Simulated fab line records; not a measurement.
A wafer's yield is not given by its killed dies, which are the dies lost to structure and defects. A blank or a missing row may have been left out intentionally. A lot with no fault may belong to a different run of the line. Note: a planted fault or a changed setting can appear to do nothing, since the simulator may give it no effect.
Which of the tools did it? | flow berkeleyCmos170 | 7 lots with 21 wafers sampled at 2 steps, on a route of 331 steps

== WHAT THE GAUGES READ, wafer by wafer ==
UCB170_ACTIVE_CD_MEAS_13 targets a cd of 1200 nm.
lot  | measured    | on       | cdNm (nm)
L177 | day 5 06:32 | cdSem-01 | 1199.8 1199.3 1199.0
L179 | day 5 18:38 | cdSem-01 | 1201.0 1202.2 1200.7
L180 | day 6 03:31 | cdSem-02 | 1199.1 1199.2 1200.0
L186 | day 7 13:10 | cdSem-01 | 1198.4 1196.2 1196.3
L190 | day 8 11:14 | cdSem-02 | 1237.1 1237.8 1238.2 1237.1 1238.0 1238.1
L194 | day 8 23:05 | cdSem-02 | 1200.0 1199.5 1200.4
L197 | day 9 18:39 | cdSem-01 | 1201.7 1199.8 1200.3

== EACH LOT AND THE TOOL THAT RAN IT (in order: tool; ch and the chambers of the sampled wafers; start) ==
lot  | UCB170_ACTIVE_EXPOSE_10
L177 | krfScanner-01 ch 0, day 5 05:58
L179 | krfScanner-01 ch 0, day 5 17:38
L180 | krfScanner-01 ch 0, day 6 03:08
L186 | krfScanner-01 ch 0, day 7 12:01
L190 | krfScanner-02 ch 0, day 8 10:50
L194 | krfScanner-01 ch 0, day 8 22:42
L197 | krfScanner-01 ch 0, day 9 18:13
- UCB170_ACTIVE_EXPOSE_10: exposes mask ACTIVE, target cd 1200 nm.

== THE ANSWER, worked out from the rows above alone ==
Rule: the lots themselves supply what counts as usual. The widest of any qualifying gaps counts: lots, ordered by their means at a reading, are off when they make up no more than a third of the lots, leave a main group of 4 or more, and stand apart from it by 3 or more times the standard deviation of that group's means. A main group whose means are all the same, to the digits that the tables above print for the reading, isn't used. A lot without any number at a reading at which 4 lots or more have one is off too. All remaining lots with rows at the step are treated as sound.
Off, at UCB170_ACTIVE_CD_MEAS_13 on cdNm: L190. The main group: mean 1199.6 nm, standard deviation 1.4.
A tool fits if, at a process step before that reading, it ran every lot that is off, and no sound lot after the first of them. Gauges at UCB170_ACTIVE_CD_MEAS_13: tried the same way as those tools. One candidate fits, namely krfScanner-02 at UCB170_ACTIVE_EXPOSE_10. It ran no sound lot before its first lot that is off in this sample, so the start can't be narrowed down.

== WHAT THE SIMULATOR PUT IN ==
Process parameter drift: krfScanner-02, from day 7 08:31 on, at UCB170_ACTIVE_EXPOSE_10. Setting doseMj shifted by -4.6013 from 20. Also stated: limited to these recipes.
Lots struck among those shown: L190. Same finding as the rule above.
